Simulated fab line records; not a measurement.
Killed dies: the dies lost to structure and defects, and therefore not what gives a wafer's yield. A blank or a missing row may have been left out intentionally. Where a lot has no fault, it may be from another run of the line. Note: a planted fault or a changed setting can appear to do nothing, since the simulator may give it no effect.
Which tool is to blame? | flow berkeley-cmos170 | 21 wafers from 7 lots sampled at 2 of the route's 331 steps

WHAT THE GAUGES READ, wafer by wafer
UCB170_SPACER_THK_MEAS_01.
lot  | measured     | on            | SPACER_TEOS_THK (nm)
L896 | day 6 12:23  | film-metro-02 | 379 384 378
L898 | day 6 22:58  | film-metro-02 | 370 377 377
L902 | day 7 22:40  | film-metro-02 | 370 377 375
L901 | day 8 08:26  | film-metro-01 | 192 194 196
L905 | day 8 22:49  | film-metro-04 | 194 190 198
L914 | day 10 08:10 | film-metro-04 | 374 380 378
L917 | day 11 04:03 | film-metro-02 | 373 378 378

TOOL THAT RAN EACH LOT (tool first, then ch and the chambers of the sampled wafers, then the start)
lot  | UCB170_SPACER_CVD_00
L896 | pecvd-04 ch 0,2, day 6 12:20
L898 | pecvd-04 ch 0,1,2, day 6 22:55
L902 | pecvd-02 ch 1,2, day 7 22:36
L901 | pecvd-02 ch 0,2, day 8 08:23
L905 | pecvd-02 ch 0,1, day 8 22:45
L914 | pecvd-01 ch 0,1, day 10 08:08
L917 | pecvd-04 ch 1,2, day 11 03:59
- UCB170_SPACER_CVD_00: deposits SiO2 from TEOS/O2, target thk 376 nm, time 47 s.

THE ANSWER, worked out from the rows above alone
Rule: the usual values come from the lots themselves. Put in order of their means at a reading, lots are off if they are a third of the lots or fewer, leave a main group of 4 or more, and stand apart from it by a gap of 3 or more times the standard deviation of the main group's means; of several such gaps the widest counts. A main group is skipped when, at the precision printed for the reading in the tables above, its means are all equal. Also off: a lot with no number at a reading for which 4 or more lots have one. Any other lot the step has rows for is counted as sound.
Off: L901, L905, seen at UCB170_SPACER_THK_MEAS_01 (SPACER_TEOS_THK). For the main group the mean is 377 nm and the standard deviation 2.2.
If a tool, at a process step before that reading, ran all the lots that are off and no sound lot after the first of them, it fits. Those tools and the gauges at UCB170_SPACER_THK_MEAS_01 are tried in the same way. One candidate fits, namely pecvd-02 at UCB170_SPACER_CVD_00. Its last sound lot is L902 (day 7 22:36), its first lot that is off L901 (day 8 08:23): a fault that began between those two fits.

WHAT THE SIMULATOR HAD INSERTED
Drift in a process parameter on pecvd-02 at UCB170_SPACER_CVD_00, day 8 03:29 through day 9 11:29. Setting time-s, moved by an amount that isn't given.
Lots struck among those shown: L901, L905. Same finding as the rule above.
